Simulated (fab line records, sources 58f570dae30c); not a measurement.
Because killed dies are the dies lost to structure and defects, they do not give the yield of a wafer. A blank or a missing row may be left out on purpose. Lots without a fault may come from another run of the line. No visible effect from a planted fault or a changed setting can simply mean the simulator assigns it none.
A struck lot beside a sound one    flow berkeley cmos170    14 out of 331 route steps
Sound: wafers L828.1, L828.4, L828.6. Struck: wafers L839.1, L839.2, L839.5. The cause is given at the end.
For every step that has rows: the tool of each side, followed by ch and its chambers, followed by its first start. Under that, the readings that differ: sound wafers    struck wafers    difference of the means    sigmas: that difference in standard deviations of wafers without a fault.
alike: readings with means less than 2 such deviations apart, plus words and numbers identical on both sides. not compared: withheld readings, readings lacking a value on some wafer, bounds such as >300 that could conceal the same value, and numbers that have no deviation in the record and whose values overlap.
A row with sigmas, a row that says differs or no value, or rows on one side alone: a step with any of these is where the two part. When numbers do not overlap yet have no deviation, they are printed without sigmas and do not part them. Lack of a reading on every wafer of one side parts them only where that side has two or more wafers.

first, 2 steps without rows for these wafers: UCB170_GATE_PEB_10; UCB170_GATE_DEVELOP_11 (develop time 45 s).
UCB170_GATE_CD_MEAS_12: the cd target is 350 nm.
  sound: cd sem-02 at day 6 02:28; struck: cd sem-01 at day 8 14:17
  alike: cd nm
UCB170_GATE_OVL_MEAS_13:
  sound: overlay-01 at day 6 02:35; struck: overlay-02 at day 8 14:24
  alike: GATE_OVL
UCB170_GATE_ETCH_14: etches BARC in N2/H2.
  sound on rie diel-02 ch 0,3, day 6 02:38; struck on rie diel-01 ch 0,1,3, day 8 14:26
  alike: drypump motor current A, oes product au, throttle valve pct
UCB170_GATE_ETCH_15: etches poly-Si in HBr/Cl2, stops on SiO2, time 56.3 s, target depth 278.2 nm.
  sound on rie si-01 ch 1,3, day 6 02:40; struck on rie si-01 ch 0,2,3, day 8 14:29
  alike: drypump motor current A, mfc cl2 sccm, oes product au, throttle valve pct
  not compared: rf hours counter h
UCB170_GATE_STRIP_16: strips in O2.
  sound on plasma asher-03 ch 0,1, day 6 02:43; struck on plasma asher-04 ch 0,1, day 8 14:32
  alike: drypump motor current A, oes product au
  not compared: rf hours counter h
UCB170_GATE_CD_MEAS_90: the cd target is 350 nm.
  sound: cd sem-02 at day 6 02:57; struck: cd sem-01 at day 8 14:38
  alike: cd nm
then, 4 steps without rows for these wafers: UCB170_GATE_CLEAN_17 (cleans in SPM, time 600 s); UCB170_PLDD_HMDS_00 (prime time 60 s); UCB170_PLDD_COAT_01 (resist thk 900 nm); UCB170_PLDD_SOFTBAKE_02 (time 60 s).
UCB170_PLDD_EXPOSE_03: exposes mask PSELECT, target cd 1200 nm.
  struck on krf scanner-02, day 8 16:25; sound on krf scanner-02 ch 0, day 6 03:42
  no value came back on the struck wafers for exposure dose mJ cm2, focus offset nm (nm); on the sound wafers exposure dose mJ cm2 reads 30.009 29.960 29.968
  alike: mask
then, 1 step without rows for these wafers: UCB170_PLDD_PEB_04.

WHERE THEY PART
Only at UCB170_PLDD_EXPOSE_03, within this record.

WHY: whatever the simulator had introduced
Entire step skipped (krf scanner-02, UCB170_PLDD_EXPOSE_03), from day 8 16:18 onward. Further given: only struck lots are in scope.
